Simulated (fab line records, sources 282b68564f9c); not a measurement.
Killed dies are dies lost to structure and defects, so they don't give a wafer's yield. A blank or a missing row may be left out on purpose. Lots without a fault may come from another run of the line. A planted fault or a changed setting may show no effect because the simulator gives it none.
fab line records | flow rit_cmos
record lots=14 wafers=42 last_day=7
route steps=202 shown NWELL@37 PRETRO@73 CONTACT@168 M1@196
lots that met no fault: from a run of the same line without faults
start_h: hours from the record's first day to the start of the lot's first wafer shown | wait_h: hours since the lot's step before | " the same as in the row above | L1.1+2: a row that stands for several wafers | - no value, or no start given | * or withheld: withheld | < > ~ a bound
route shown NAME@n: a module of which the file shows steps, and the number in the route of the first | usual: mean/standard deviation of fault-free wafers | same: alike in all rows | chamber/n: place in a boat | sites: the reading at each site | _std_site: their standard deviation | _edge_site: outer sites' mean less inner sites' | radius_mm: how far each site lies from the wafer's centre | mask NAME#n: copy n | behind: the tool/chamber that last shaped the wafer | hold: why the lot was held/for how many hours/how that ended | device: the transistor (n, p or np) that didn't switch | end of line: the same wafers' tests at the end of the route | a step without rows: its recipe alone | killed: dies lost to structure and defects at the first sort, not the wafer's yield | map: a wafer's dies, x killed, . not, _ none there
set.NAME: the setting as run; set.NAME@STEP: as run at that earlier step | model.NAME: the simulator's own value behind a step, which no gauge read
steps of the route over a sample of lots; a table a step, a row a wafer
services: from which hour (start_h, from the record's first day; less than 0 if before it) a tool's chamber was out of use, for how many hours, and why
## steps
# step RIT_NWELL_STRIP_09
# recipe chemistry=O2 time_s=180 resist=NOVOLAK platen_temp_c=withheld power_w=500 pressure_mtorr=4000 o2_flow_sccm=4000
# usual drypump_motor_current_A=5.6/0.39
# columns lot.wafer tool chamber start_h wait_h drypump_motor_current_A rf_hours_counter_h
L836.3 plasma_asher-01 1 27.88 0.1 5.6 -
L836.5 " 1 " " 5.6 -
L836.6 " 0 " " 5.4 -
L837.1 plasma_asher-01 1 32.02 0.1 5.5 22
L837.2 " 0 " " 5.4 22
L837.5 " 0 " " 5.4 -
L838.1 plasma_asher-02 0 37.76 0.1 6.1 36
L838.4 " 1 " " 5.3 -
L838.5 " 1 " " 5.3 -
L839.2 plasma_asher-02 1 41.78 0.1 5.3 36
L839.3 " 0 " " 6.1 -
L839.5 " 1 " " 5.3 -
L840.1 plasma_asher-02 1 45.38 0.1 5.2 37
L840.4 " 0 " " 6.1 -
L840.6 " 0 " " 6.1 -
L841.1 plasma_asher-01 1 49.58 0.1 5.6 24
L841.3 " 0 " " 5.4 -
L841.5 " 1 " " 5.6 -
L845.2 plasma_asher-01 0 74.23 0.1 5.4 26
L845.4 " 0 " " 5.4 -
L845.6 " 1 " " 5.5 -
L846.3 plasma_asher-04 0 74.64 0.1 5.9 -
L846.4 " 1 " " 5.0 -
L846.5 " 0 " " 6.0 -
L848.1 plasma_asher-02 0 85.32 0.1 6.1 42
L848.3 " 1 " " 5.3 -
L848.4 " 0 " " 6.1 -
L850.3 plasma_asher-04 0 92.51 0.1 6.0 -
L850.5 " 0 " " 6.0 -
L850.6 " 1 " " 5.0 -
L852.1 plasma_asher-04 0 103.48 0.1 6.0 48
L852.2 " 1 " " 5.0 48
L852.6 " 1 " " 5.0 -
L855.1 plasma_asher-04 1 122.93 0.1 5.0 1
L855.2 " 0 " " 5.9 1
L855.3 " 0 " " 5.9 -
L857.2 plasma_asher-04 0 129.75 0.1 6.0 1
L857.5 " 0 " " 5.9 -
L857.6 " 1 " " 5.0 -
L858.3 plasma_asher-01 1 133.95 0.1 5.6 -
L858.4 " 0 " " 5.4 -
L858.5 " 0 " " 5.4 -
# step RIT_PRETRO_STRIP_09
# recipe chemistry=O2 time_s=180 resist=NOVOLAK platen_temp_c=withheld power_w=500 pressure_mtorr=4000 o2_flow_sccm=4000
# usual drypump_motor_current_A=5.9/0.53
# columns lot.wafer tool chamber start_h wait_h drypump_motor_current_A rf_hours_counter_h
L836.3 plasma_asher-03 0 38.48 0.1 6.4 -
L836.5 " 1 " " 6.3 -
L836.6 " 0 " " 6.4 -
L837.1 plasma_asher-03 1 44.16 0.1 6.3 39
L837.2 " 0 " " 6.4 39
L837.5 " 1 " " 6.4 -
L838.1 plasma_asher-03 1 49.33 0.1 6.4 40
L838.4 " 0 " " 6.4 -
L838.5 " 1 " " 6.3 -
L839.2 plasma_asher-04 1 52.46 0.1 5.0 42
L839.3 " 1 " " 5.0 -
L839.5 " 0 " " 5.9 -
L840.1 plasma_asher-03 0 56.50 0.1 6.4 41
L840.4 " 0 " " 6.4 -
L840.6 " 1 " " 6.4 -
L841.1 plasma_asher-03 1 61.65 0.1 6.4 41
L841.3 " 0 " " 6.4 -
L841.5 " 0 " " 6.4 -
L845.2 plasma_asher-04 0 84.91 0.1 5.9 46
L845.4 " 0 " " 6.0 -
L845.6 " 0 " " 6.0 -
L846.3 plasma_asher-03 1 85.86 0.1 6.4 -
L846.4 " 0 " " 6.4 -
L846.5 " 0 " " 6.4 -
L848.1 plasma_asher-03 1 96.57 0.1 6.4 45
L848.3 " 0 " " 6.4 -
L848.4 " 1 " " 6.3 -
L850.3 plasma_asher-03 0 104.54 0.1 6.4 -
L850.5 " 1 " " 6.4 -
L850.6 " 0 " " 6.4 -
L852.1 plasma_asher-03 0 116.39 0.1 6.4 47
L852.2 " 1 " " 6.3 47
L852.6 " 0 " " 6.4 -
L855.1 plasma_asher-04 1 133.44 0.1 5.0 2
L855.2 " 0 " " 6.0 2
L855.3 " 0 " " 6.0 -
L857.2 plasma_asher-03 0 141.95 0.1 6.4 50
L857.5 " 1 " " 6.4 -
L857.6 " 0 " " 6.4 -
L858.3 plasma_asher-01 1 144.52 0.1 5.6 -
L858.4 " 0 " " 5.4 -
L858.5 " 0 " " 5.4 -
# step RIT_CONTACT_CVD_00
# recipe material=SiO2 target_thk_nm=400 precursor=TEOS temp_c=390 time_s=61 rf_w=400
# usual heater_power_w=342/45
# columns lot.wafer tool chamber start_h wait_h heater_power_w
L836.3 pecvd-02 1 63.06 0.0 324
L836.5 " 1 " " 236
L836.6 " 2 " " 378
L837.1 pecvd-03 2 69.71 0.1 351
L837.2 " 1 " " 346
L837.5 " 1 " " 360
L838.1 pecvd-01 2 74.86 0.1 375
L838.4 " 0 " " 276
L838.5 " 1 " " 306
L839.2 pecvd-02 1 77.95 0.0 281
L839.3 " 2 " " 394
L839.5 " 0 " " 329
L840.1 pecvd-03 2 78.54 0.1 363
L840.4 " 2 " " 362
L840.6 " 1 " " 393
L841.1 pecvd-01 1 86.17 0.1 341
L841.3 " 0 " " 306
L841.5 " 2 " " 398
L845.2 pecvd-01 1 107.12 0.0 319
L845.4 " 0 " " 263
L845.6 " 1 " " 325
L846.3 pecvd-03 1 108.37 0.0 406
L846.4 " 1 " " 297
L846.5 " 2 " " 330
L848.1 pecvd-01 2 116.91 0.1 360
L848.3 " 1 " " 329
L848.4 " 0 " " 279
L850.3 pecvd-02 1 129.39 0.0 298
L850.5 " 1 " " 321
L850.6 " 0 " " 350
L852.1 pecvd-03 2 142.53 0.1 381
L852.2 " 1 " " 378
L852.6 " 2 " " 271
L855.1 pecvd-03 2 154.73 0.1 345
L855.2 " 0 " " 395
L855.3 " 1 " " 374
L857.2 pecvd-01 0 163.54 0.0 333
L857.5 " 0 " " 245
L857.6 " 2 " " 391
L858.3 pecvd-03 2 168.43 0.0 351
L858.4 " 1 " " 374
L858.5 " 0 " " 347
# step RIT_M1_METAL_ETCH_12
# recipe stop_on=SiO2 chemistry=Cl2/BCl3 target=Al time_s=165 over_etch_frac=0.5 pressure_mtorr=100 target_depth_a=6000 rf_w=250 Cl2_flow_sccm=60 bcl3_flow_sccm=50
# usual drypump_motor_current_A=6.1/0.44 oes_product_au=0.779/0.011 throttle_valve_pct=8.23/0.12
# columns lot.wafer tool chamber start_h wait_h drypump_motor_current_A oes_product_au rf_hours_counter_h throttle_valve_pct
L836.3 rie_metal-02 1 67.32 0.2 5.9 0.772 - 8.27
L836.5 " 1 " " 5.9 0.780 - 8.28
L836.6 " 0 " " 6.0 0.770 - 8.16
L837.1 rie_metal-01 0 73.75 0.2 5.5 0.778 35 8.48
L837.2 " 1 " " 6.6 0.778 39 8.12
L837.5 " 1 " " 6.6 0.793 - 8.12
L838.1 rie_metal-04 0 79.38 0.2 6.8 0.770 2 8.09
L838.4 " 1 " " 5.7 0.783 - 8.31
L838.5 " 1 " " 5.7 0.787 - 8.29
L839.2 rie_metal-02 0 82.46 0.2 6.0 0.768 4 8.15
L839.3 " 0 " " 5.9 0.766 - 8.18
L839.5 " 0 " " 5.9 0.767 - 8.17
L840.1 rie_metal-01 0 82.70 0.2 5.5 0.775 35 8.47
L840.4 " 0 " " 5.5 0.788 - 8.46
L840.6 " 0 " " 5.5 0.780 - 8.46
L841.1 rie_metal-04 1 90.45 0.2 5.7 0.798 3 8.29
L841.3 " 1 " " 5.7 0.790 - 8.29
L841.5 " 1 " " 5.7 0.793 - 8.29
L845.2 rie_metal-02 1 111.20 0.2 5.9 0.734 4 8.27
L845.4 " 1 " " 5.9 0.735 - 8.26
L845.6 " 1 " " 5.9 0.740 - 8.25
L846.3 rie_metal-01 1 112.53 0.2 6.6 0.794 - 8.12
L846.4 " 0 " " 5.5 0.772 - 8.47
L846.5 " 0 " " 5.5 0.783 - 8.48
L848.1 rie_metal-02 0 121.02 0.2 5.9 0.762 5 8.17
L848.3 " 0 " " 5.9 0.771 - 8.16
L848.4 " 1 " " 5.9 0.731 - 8.27
L850.3 rie_metal-04 1 133.81 0.2 5.7 0.786 - 8.28
L850.5 " 1 " " 5.7 0.788 - 8.31
L850.6 " 0 " " 6.8 0.767 - 8.10
L852.1 rie_metal-04 1 146.85 0.2 5.7 0.789 3 8.29
L852.2 " 0 " " 6.8 0.766 3 8.09
L852.6 " 1 " " 5.7 0.787 - 8.29
L855.1 rie_metal-04 1 159.21 0.2 5.7 0.786 3 8.31
L855.2 " 0 " " 6.8 0.759 3 8.10
L855.3 " 1 " " 5.7 0.788 - 8.30
L857.2 rie_metal-01 1 167.69 0.2 6.6 0.794 0 8.12
L857.5 " 1 " " 6.6 0.806 - 8.11
L857.6 " 0 " " 5.5 0.785 - 8.46
L858.3 rie_metal-04 1 172.53 0.2 5.7 0.787 - 8.29
L858.4 " 0 " " 6.8 0.763 - 8.10
L858.5 " 1 " " 5.7 0.784 - 8.30
# step RIT_M1_PROBE_99
# usual defect_limited_yield=97.5/1.1 killed_at_M0_to_M3=0.0/0.14 killed_at_contacts=0.1/0.27 killed_at_front_end=6.5/2.8 killed_dies=6.6/2.8 killed_open=3.5/2 killed_short=3.2/1.8 sort_bin_3_pad_short=0.1/0.26 sort_bin_5_function=1.5/0.72 sort_bin_6_memory=0.9/0.67 sort_n_pass=257.4/2.8 sort_yield_pct=97.5/1.1
# same gross_dies=264 killed_at_M4_up=0 killed_at_back_side=0 killed_at_other=0
# columns lot.wafer tool chamber start_h wait_h defect_limited_yield[%] killed_at_M0_to_M3 killed_at_contacts killed_at_front_end killed_dies killed_open killed_short sort_bin_3_pad_short[%] sort_bin_5_function[%] sort_bin_6_memory[%] sort_n_pass sort_yield_pct[%]
L836.3 prober-01 - 69.61 0.2 96.2 0 0 10 10 4 6 0.4 1.1 2.3 254.0 96.2
L836.5 prober-01 - 69.71 0.2 98.1 0 0 5 5 1 4 0.4 0.4 1.1 259.0 98.1
L836.6 prober-01 - 69.76 0.2 98.5 0 1 3 4 3 1 0 0.8 0.8 260.0 98.5
L837.1 prober-02 - 76.02 0.1 95.8 0 0 11 11 9 2 0 2.7 1.5 253.0 95.8
L837.2 prober-02 - 76.07 0.1 94.3 0 0 15 15 8 7 0.4 3.4 1.9 249.0 94.3
L837.5 prober-02 - 76.22 0.2 96.6 0 0 9 9 3 6 0 3.0 0.4 255.0 96.6
L838.1 prober-01 - 81.65 0.1 98.5 0 0 4 4 2 2 0 1.5 0 260.0 98.5
L838.4 prober-01 - 81.80 0.2 95.1 0 0 13 13 9 4 0 3.4 1.5 251.0 95.1
L838.5 prober-01 - 81.85 0.2 97.3 0 0 7 7 4 3 0.4 0.8 1.5 257.0 97.3
L839.2 prober-02 - 84.76 0.1 97.0 0 0 8 8 5 3 0 2.3 0.8 256.0 97.0
L839.3 prober-02 - 84.81 0.2 97.0 0 0 8 8 4 4 0 2.3 0.8 256.0 97.0
L839.5 prober-02 - 84.91 0.2 97.7 0 0 6 6 4 2 0 1.1 1.1 258.0 97.7
L840.1 prober-02 - 86.21 0.1 97.7 0 0 6 6 4 2 0 1.5 0.8 258.0 97.7
L840.4 prober-02 - 86.36 0.2 97.7 0 0 6 6 2 4 0 1.5 0.8 258.0 97.7
L840.6 prober-02 - 86.46 0.2 98.9 0 1 2 3 1 2 0 0.4 0.8 261.0 98.9
L841.1 prober-01 - 92.70 0.1 98.5 0 1 3 4 3 1 0 1.1 0.4 260.0 98.5
L841.3 prober-01 - 92.80 0.2 97.0 0 0 8 8 4 4 0.8 1.1 1.1 256.0 97.0
L841.5 prober-01 - 92.90 0.2 97.0 0 0 8 8 6 2 0 1.5 1.5 256.0 97.0
L845.2 prober-01 - 113.51 0.1 97.7 0 0 6 6 4 2 0 2.3 0 258.0 97.7
L845.4 prober-01 - 113.61 0.2 97.3 1 0 6 7 3 4 0 1.9 0.8 257.0 97.3
L845.6 prober-01 - 113.71 0.2 98.1 0 0 5 5 3 2 0.4 1.1 0.4 259.0 98.1
L846.3 prober-02 - 115.06 0.2 95.8 0 1 10 11 7 4 0 2.7 1.5 253.0 95.8
L846.4 prober-02 - 115.11 0.2 98.1 0 0 5 5 2 3 0 1.9 0 259.0 98.1
L846.5 prober-02 - 115.16 0.2 97.3 0 0 7 7 3 4 1.1 1.1 0.4 257.0 97.3
L848.1 prober-02 - 123.27 0.1 97.3 0 0 7 7 3 4 0 1.5 1.1 257.0 97.3
L848.3 prober-02 - 123.37 0.2 98.9 0 0 3 3 1 2 0 0.8 0.4 261.0 98.9
L848.4 prober-02 - 123.42 0.2 97.0 0 0 8 8 2 6 0.4 1.1 1.5 256.0 97.0
L850.3 prober-02 - 136.11 0.2 97.7 0 0 6 6 4 2 0 1.1 1.1 258.0 97.7
L850.5 prober-02 - 136.21 0.2 98.1 0 0 5 5 2 3 0 1.9 0 259.0 98.1
L850.6 prober-02 - 136.26 0.2 97.0 0 0 8 8 4 4 0.4 2.3 0.4 256.0 97.0
L852.1 prober-01 - 149.16 0.1 97.7 0 0 6 6 2 4 0 1.1 1.1 258.0 97.7
L852.2 prober-01 - 149.21 0.1 98.1 0 0 5 5 3 2 0 1.1 0.8 259.0 98.1
L852.6 prober-01 - 149.41 0.2 98.1 0 0 5 5 4 1 0 1.1 0.8 259.0 98.1
L855.1 prober-02 - 161.46 0.1 96.2 0 0 10 10 6 4 0 1.5 2.3 254.0 96.2
L855.2 prober-02 - 161.51 0.1 99.2 0 0 2 2 1 1 0 0 0.8 262.0 99.2
L855.3 prober-02 - 161.56 0.2 96.2 0 0 10 10 6 4 0 3.4 0.4 254.0 96.2
L857.2 prober-02 - 169.99 0.1 98.5 0 0 4 4 2 2 0.4 0.8 0.4 260.0 98.5
L857.5 prober-02 - 170.14 0.2 97.7 0 0 6 6 2 4 0 1.5 0.8 258.0 97.7
L857.6 prober-02 - 170.19 0.2 98.5 0 1 3 4 2 2 0 1.1 0.4 260.0 98.5
L858.3 prober-01 - 174.83 0.2 98.1 0 0 5 5 3 2 0.4 0.4 1.1 259.0 98.1
L858.4 prober-01 - 174.88 0.2 96.6 0 0 9 9 6 3 0.4 1.9 1.1 255.0 96.6
L858.5 prober-01 - 174.93 0.2 96.2 0 0 10 10 3 7 0.8 1.9 1.1 254.0 96.2
# killed by level:class
L836.3 FOX1:geometric_particle:short=2 GATE:geometric_particle:open=2 FOX1:geometric_particle:open=1 GATE:geometric_particle:short=1 REOX:geometric_particle:short=1 SPACER:geometric_particle:open=1 SPACER:geometric_particle:short=1 SILICIDE:geometric_particle:short=1
L836.5 FOX1:geometric_particle:short=2 SPACER:geometric_particle:short=2 GATE:geometric_particle:open=1
L836.6 FOX1:geometric_particle:open=1 GATE:geometric_particle:open=1 SPACER:geometric_particle:open=1 CONTACT:geometric_particle:short=1
L837.1 SILICIDE:geometric_particle:open=5 GATE:geometric_particle:open=3 FOX1:geometric_particle:short=1 FOX1:geometric_particle:open=1 SILICIDE:geometric_particle:short=1
L837.2 FOX1:geometric_particle:short=6 SPACER:geometric_particle:open=3 FOX1:geometric_particle:open=2 REOX:geometric_particle:open=2 FOX2:geometric_particle:open=1 SPACER:geometric_particle:short=1
L837.5 REOX:geometric_particle:short=2 SILICIDE:geometric_particle:short=2 FOX1:geometric_particle:short=1 GATE:geometric_particle:open=1 GATE:geometric_particle:short=1 SPACER:geometric_particle:open=1 SILICIDE:geometric_particle:open=1
L838.1 GATE:geometric_particle:open=1 REOX:geometric_particle:short=1 SPACER:geometric_particle:short=1 SILICIDE:geometric_particle:open=1
L838.4 GATE:geometric_particle:open=7 GATE:geometric_particle:short=2 FOX1:geometric_particle:short=1 FOX1:geometric_particle:open=1 FOX2:geometric_particle:short=1 SPACER:geometric_particle:open=1
L838.5 GATE:geometric_particle:open=2 FOX2:geometric_particle:open=1 GATE:geometric_particle:short=1 SPACER:geometric_particle:open=1 SPACER:geometric_particle:short=1 SILICIDE:geometric_particle:short=1
L839.2 REOX:geometric_particle:short=3 SPACER:geometric_particle:open=2 FOX1:geometric_particle:open=1 FOX2:geometric_particle:open=1 REOX:geometric_particle:open=1
L839.3 GATE:geometric_particle:open=2 FOX1:geometric_particle:open=1 GATE:geometric_particle:short=1 REOX:geometric_particle:short=1 REOX:geometric_particle:open=1 SPACER:geometric_particle:short=1 SILICIDE:geometric_particle:short=1
L839.5 SILICIDE:geometric_particle:open=2 FOX2:geometric_particle:short=1 GATE:geometric_particle:open=1 GATE:geometric_particle:short=1 REOX:geometric_particle:open=1
L840.1 SILICIDE:geometric_particle:open=2 FOX1:geometric_particle:short=1 GATE:geometric_particle:open=1 REOX:geometric_particle:open=1 SILICIDE:geometric_particle:short=1
L840.4 FOX2:geometric_particle:open=2 FOX1:geometric_particle:short=1 FOX2:geometric_particle:short=1 GATE:geometric_particle:short=1 SILICIDE:geometric_particle:short=1
L840.6 FOX1:geometric_particle:short=1 SPACER:geometric_particle:open=1 CONTACT:geometric_particle:short=1
L841.1 FOX1:geometric_particle:short=1 FOX1:geometric_particle:open=1 SPACER:geometric_particle:open=1 CONTACT:geometric_particle:open=1
L841.3 FOX1:geometric_particle:short=2 FOX1:geometric_particle:open=2 FOX2:geometric_particle:short=1 GATE:geometric_particle:open=1 REOX:geometric_particle:open=1 SPACER:geometric_particle:short=1
L841.5 FOX2:geometric_particle:open=3 GATE:geometric_particle:open=2 REOX:geometric_particle:short=1 REOX:geometric_particle:open=1 SPACER:geometric_particle:short=1
L845.2 GATE:geometric_particle:short=2 FOX2:geometric_particle:open=1 GATE:geometric_particle:open=1 SPACER:geometric_particle:open=1 SILICIDE:geometric_particle:open=1
L845.4 FOX1:geometric_particle:short=2 GATE:geometric_particle:open=2 GATE:geometric_particle:short=1 REOX:geometric_particle:open=1 M1:geometric_particle:short=1
L845.6 GATE:geometric_particle:open=3 FOX1:geometric_particle:short=1 GATE:geometric_particle:short=1
L846.3 FOX1:geometric_particle:open=2 FOX2:geometric_particle:short=2 GATE:geometric_particle:open=2 REOX:geometric_particle:short=2 REOX:geometric_particle:open=1 SPACER:geometric_particle:open=1 CONTACT:geometric_particle:open=1
L846.4 GATE:geometric_particle:short=3 FOX1:geometric_particle:open=1 REOX:geometric_particle:open=1
L846.5 GATE:geometric_particle:short=2 FOX1:geometric_particle:short=1 FOX2:geometric_particle:open=1 GATE:geometric_particle:open=1 REOX:geometric_particle:open=1 SILICIDE:geometric_particle:short=1
L848.1 REOX:geometric_particle:short=2 SPACER:geometric_particle:short=2 SILICIDE:geometric_particle:open=2 GATE:geometric_particle:open=1
L848.3 REOX:geometric_particle:open=1 SPACER:geometric_particle:short=1 SILICIDE:geometric_particle:short=1
L848.4 SILICIDE:geometric_particle:short=3 REOX:geometric_particle:short=2 GATE:geometric_particle:open=1 SPACER:geometric_particle:short=1 SILICIDE:geometric_particle:open=1
L850.3 GATE:geometric_particle:open=3 FOX1:geometric_particle:short=1 FOX2:geometric_particle:open=1 GATE:geometric_particle:short=1
L850.5 REOX:geometric_particle:open=1 REOX:geometric_particle:short=1 SPACER:geometric_particle:short=1 SILICIDE:geometric_particle:open=1 SILICIDE:geometric_particle:short=1
L850.6 REOX:geometric_particle:short=2 FOX1:geometric_particle:open=1 FOX2:geometric_particle:open=1 GATE:geometric_particle:open=1 SPACER:geometric_particle:short=1 SILICIDE:geometric_particle:short=1 SILICIDE:geometric_particle:open=1
L852.1 FOX1:geometric_particle:short=2 GATE:geometric_particle:open=2 GATE:geometric_particle:short=1 SPACER:geometric_particle:short=1
L852.2 GATE:geometric_particle:short=2 GATE:geometric_particle:open=2 SPACER:geometric_particle:open=1
L852.6 FOX2:geometric_particle:open=2 FOX2:geometric_particle:short=1 GATE:geometric_particle:open=1 REOX:geometric_particle:open=1
L855.1 GATE:geometric_particle:open=3 GATE:geometric_particle:short=3 FOX1:geometric_particle:short=1 FOX2:geometric_particle:open=1 SPACER:geometric_particle:open=1 SILICIDE:geometric_particle:open=1
L855.2 GATE:geometric_particle:short=1 GATE:geometric_particle:open=1
L855.3 FOX1:geometric_particle:open=2 GATE:geometric_particle:short=2 SPACER:geometric_particle:open=2 FOX2:geometric_particle:short=1 GATE:geometric_particle:open=1 SPACER:geometric_particle:short=1 SILICIDE:geometric_particle:open=1
L857.2 FOX1:geometric_particle:short=1 FOX2:geometric_particle:open=1 SPACER:geometric_particle:open=1 SPACER:geometric_particle:short=1
L857.5 FOX1:geometric_particle:short=2 FOX2:geometric_particle:open=1 GATE:geometric_particle:short=1 SILICIDE:geometric_particle:short=1 SILICIDE:geometric_particle:open=1
L857.6 FOX2:geometric_particle:open=2 SPACER:geometric_particle:short=1 CONTACT:geometric_particle:short=1
L858.3 GATE:geometric_particle:open=3 FOX2:geometric_particle:short=1 REOX:geometric_particle:short=1
L858.4 GATE:geometric_particle:open=3 FOX2:geometric_particle:open=2 FOX1:geometric_particle:short=1 FOX2:geometric_particle:short=1 GATE:geometric_particle:short=1 SILICIDE:geometric_particle:open=1
L858.5 GATE:geometric_particle:short=5 GATE:geometric_particle:open=2 FOX1:geometric_particle:short=1 FOX1:geometric_particle:open=1 FOX2:geometric_particle:short=1
## services
# columns tool chamber start_h hours kind
rie_metal-01 - 14.75 2.8 pm
plasma_asher-03 - 19.74 2.1 repair
plasma_asher-01 - 34.36 1.2 repair
rie_metal-02 1 54.44 2.8 repair
rie_metal-04 - 92.72 0.5 repair
pecvd-01 - 96.87 6.0 pm
plasma_asher-02 - 105.30 1.3 repair
plasma_asher-04 - 108.75 9.0 pm
plasma_asher-04 0 108.75 9.0 vent_cycle
plasma_asher-04 1 108.75 9.0 vent_cycle
plasma_asher-04 0 117.75 - clean
plasma_asher-04 1 117.75 - clean
rie_metal-02 0 127.95 6.3 repair
rie_metal-01 - 136.12 20.0 pm
rie_metal-01 0 136.12 20.0 vent_cycle
rie_metal-01 1 136.12 20.0 vent_cycle
plasma_asher-03 - 144.51 2.1 repair
rie_metal-01 0 156.12 - clean
rie_metal-01 1 156.12 - clean
## key
first_sign step=RIT_M1_METAL_ETCH_12 reading=oes_product_au direction=down sigmas=3.8 usual=0.779 struck=0.735
effect none on later readings
met_at RIT_M1_METAL_ETCH_12
struck_lots L845,L848
struck_wafers L845.2,L845.4,L845.6,L848.4
not_acting_at RIT_NWELL_STRIP_09,RIT_PRETRO_STRIP_09,RIT_CONTACT_CVD_00
onset_between 67.32 111.20
fault kind=process_parameter_drift tool=rie_metal-02 chamber=1 onset_h=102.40 steps=RIT_M1_METAL_ETCH_12 channel=target_depth_a offset=729.32 shape=step end_h=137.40 stated=6000
